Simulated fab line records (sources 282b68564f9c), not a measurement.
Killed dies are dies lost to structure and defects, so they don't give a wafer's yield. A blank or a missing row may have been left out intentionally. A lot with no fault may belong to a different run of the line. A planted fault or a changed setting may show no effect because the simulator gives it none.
A lot that was struck, set against a sound lot ; flow rit-cmos ; 15 steps out of a route of 202
Sound: the wafers L456.1, L456.3, L456.4. The struck wafers were L463.1, L463.4, L463.5. The cause comes at the end.
Per side, at each step with rows, come the tool, then ch with its chambers, and then its first start. Under that, the readings that differ: sound wafers ; struck wafers ; difference of the means ; sigmas: that difference in standard deviations of wafers without a fault.
alike: a reading whose means differ by less than 2 such deviations, as well as words and numbers matching on both sides. not compared: withheld readings; readings where some wafer has no value; bounds like >300 that might hide an equal value; numbers whose values overlap and for which the record gives no deviation.
A row with sigmas, a row that says differs or no value, or rows on one side alone: a step with any of these is where the two part. When numbers do not overlap yet have no deviation, they are printed without sigmas and do not part them. A reading missing from all wafers of one side parts the sides only when that side holds two or more wafers.

first, 4 steps without rows for these wafers: RIT_PLDD_SOFTBAKE_02 (time 60 s); RIT_PLDD_EXPOSE_03 (exposes mask M8, target cd 40900 nm); RIT_PLDD_PEB_04; RIT_PLDD_DEVELOP_05 (develop time 50 s).
RIT_PLDD_OVL_MEAS_06:
  sound on overlay-02 at day 3 10:26; struck on overlay-01 at day 4 21:08
  alike: PLDD_OVL
then, 2 steps without rows for these wafers: RIT_PLDD_HARDBAKE_07 (time 60 s); RIT_PLDD_IMPLANT_08.
RIT_PLDD_STRIP_09: strips in O2, time 180 s.
  sound on plasma-asher-03 ch 0,1, day 3 10:46; struck on plasma-asher-02 ch 1, day 4 21:28
  alike: drypump-motor-current-A
  not compared: rf-hours-counter-h
RIT_PLDD_TW_MEAS_10:
  sound on film-metro-04 at day 3 10:57; struck on film-metro-02 at day 4 21:39
  alike: PLDD_TW
then, 3 steps without rows for these wafers: RIT_SPACER_CLEAN_00 (cleans in SC1, time 600 s); RIT_SPACER_CLEAN_01 (cleans in dHF, time 30 s); RIT_SPACER_CLEAN_02 (cleans in SC2, time 600 s).
RIT_SPACER_CVD_03: deposits Si3N4 from SiH2Cl2/NH3, target thk 250 nm, time 3300 s.
  sound on lpcvd-01 ch 1, day 3 11:22; struck on lpcvd-02 ch 0, day 4 22:05
reading;sound;struck;difference;sigmas
spike-tc-centre-C (C);812.9 813.0 811.3;855.6 856.5 855.4;+43.4;+36
spike-tc-load-C (C);831.8 833.8 833.9;872.3 872.9 872.3;+39.3;+16
spike-tc-source-C (C);832.7 834.2 831.1;877.0 875.2 875.1;+43.1;+29
susceptor-temp-C (C);810.1 810.1 810.3;851.8 851.4 851.5;+41.4;+99 or more
zone-power-load-pct (%);20.9 21.2 21.2;25.6 25.7 25.3;+4.4;+4
model.Si3N4_of_SPACER_CVD_03.thk-nm (nm);252.6 249 251.9;420.4 419 421.3;+169.1;
RIT_SPACER_THK_MEAS_04:
  sound on film-metro-03 at day 3 13:17; struck on film-metro-04 at day 5 00:00
reading;sound;struck;difference;sigmas
SPACER_NITRIDE_THK (nm);252.6 249.0 251.6;420.2 419.2 421.2;+169.1;+74
RIT_SPACER_ETCHBACK_05: etches Si3N4 in SF6/CHF3, stops on SiO2, target depth 250 nm, time 240 s.
  sound on rie-diel-02 ch 0,2,3, day 3 13:21; struck on rie-diel-01 ch 2,3, day 5 00:04
reading;sound;struck;difference;sigmas
oes-product-au (a.u.);0.841 0.834 0.867;0.965 0.969 1.019;+0.137;+10
model.Si3N4_of_SPACER_CVD_03.thk-nm (nm);198.2 194.9 198;330.5 329.2 329.6;+132.7;
model.etch.depth-nm (nm);252.6 249 251.9;309.3 309.9 314.5;+60.1;
  alike: CHF3_flow_sccm, drypump-motor-current-A, rf-fwd-power-W, throttle-valve-pct
  not compared: rf-hours-counter-h

WHERE THEY PART
Last at RIT_SPACER_ETCHBACK_05 as far as this record goes, first at RIT_SPACER_CVD_03.

WHY: what the simulator had put in
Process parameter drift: lpcvd-02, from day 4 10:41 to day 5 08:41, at RIT_SPACER_CVD_03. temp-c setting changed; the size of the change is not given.
